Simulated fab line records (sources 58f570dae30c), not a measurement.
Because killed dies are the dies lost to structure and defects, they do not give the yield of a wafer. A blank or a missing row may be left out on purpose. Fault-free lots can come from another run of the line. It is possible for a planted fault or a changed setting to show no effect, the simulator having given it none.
Comparing a struck lot with a sound one	flow berkeleyCmos170	17 out of 331 route steps
Sound: wafers L659.1, L659.4, L659.6. Wafers struck: L664.3, L664.4, L664.5. The cause comes at the end.
Each step with rows lists, per side, the tool, then ch with its chambers, then its first start. Under that, the readings that differ: sound wafers	struck wafers	difference of the means	sigmas: that difference in standard deviations of wafers without a fault.
alike: words and numbers the same on both sides, and readings whose means are apart by under 2 such deviations; not compared: readings that were withheld, readings missing a value for some wafer, numbers with overlapping values and no deviation given by the record, and bounds like >300 which may hide the same value.
The two part at a step that has a row with sigmas, a row that says differs or no value, or rows on one side only. When numbers do not overlap yet have no deviation, they are printed without sigmas and do not part them. Lack of a reading on every wafer of one side parts them only where that side has two or more wafers.

first, 1 step without rows for these wafers: UCB170_FIELD_WET_ETCH_06 (etches SiO2 in BOE, time 21.53 s).
UCB170_FIELD_THK_MEAS_90:
  sound on filmMetro-02, day 7 12:10; struck on filmMetro-01, day 8 13:22
  alike: FIELD_OXIDE_LEFT_1_THK
then, 2 steps without rows for these wafers: UCB170_SACOX_CLEAN_00 (cleans in dHF, time 7.5 s); UCB170_SACOX_OXIDATION_01 (target thk 14.4 nm, ox time 2400 s).
UCB170_SACOX_THK_MEAS_02:
  sound on filmMetro-03, day 7 17:04; struck on filmMetro-03, day 8 18:31
  alike: SACOX_OXIDE_THK
then, 2 steps without rows for these wafers: UCB170_SCREENOX_WET_ETCH_00 (etches SiO2 in dHF, time 200 s); UCB170_SCREENOX_OXIDATION_01 (target thk 14.4 nm, ox time 2400 s).
UCB170_SCREENOX_THK_MEAS_02:
  sound on filmMetro-03, day 8 00:19; struck on filmMetro-01, day 9 00:29
  alike: SCREENOX_OXIDE_THK
then, 4 steps without rows for these wafers: UCB170_SCREENOX_ANNEAL_03 (time 900 s); UCB170_NVT_HMDS_00 (prime time 60 s); UCB170_NVT_COAT_01 (resist thk 900 nm); UCB170_NVT_SOFTBAKE_02 (time 60 s).
UCB170_NVT_EXPOSE_03: exposes mask PWELL, target cd 3000 nm.
  sound on krfScanner-01 ch 0, day 8 07:10; struck on krfScanner-02 ch 0, day 9 07:19
reading	sound	struck	difference	sigmas
model.NVT.overlayXNm (nm)	3.983 3.983 3.983	606.5 606.5 606.5	+602.5	
  alike: mask, focusOffsetNm
then, 2 steps without rows for these wafers: UCB170_NVT_PEB_04; UCB170_NVT_DEVELOP_05 (develop time 45 s).
UCB170_NVT_OVL_MEAS_06:
  sound on overlay-01, day 8 08:14; struck on overlay-02, day 9 08:46
reading	sound	struck	difference	sigmas
NVT_OVL (nm)	8 -2 9	611 606 607	+603	+99 or more
  not compared: hold
UCB170_M3_PROBE_99:
  sound wafers here have rows in the record (prober-01, day 11 11:52); struck ones have none

WHERE THEY PART
Last at UCB170_M3_PROBE_99 as far as this record goes, first at UCB170_NVT_OVL_MEAS_06.

WHY: what the simulator had put in
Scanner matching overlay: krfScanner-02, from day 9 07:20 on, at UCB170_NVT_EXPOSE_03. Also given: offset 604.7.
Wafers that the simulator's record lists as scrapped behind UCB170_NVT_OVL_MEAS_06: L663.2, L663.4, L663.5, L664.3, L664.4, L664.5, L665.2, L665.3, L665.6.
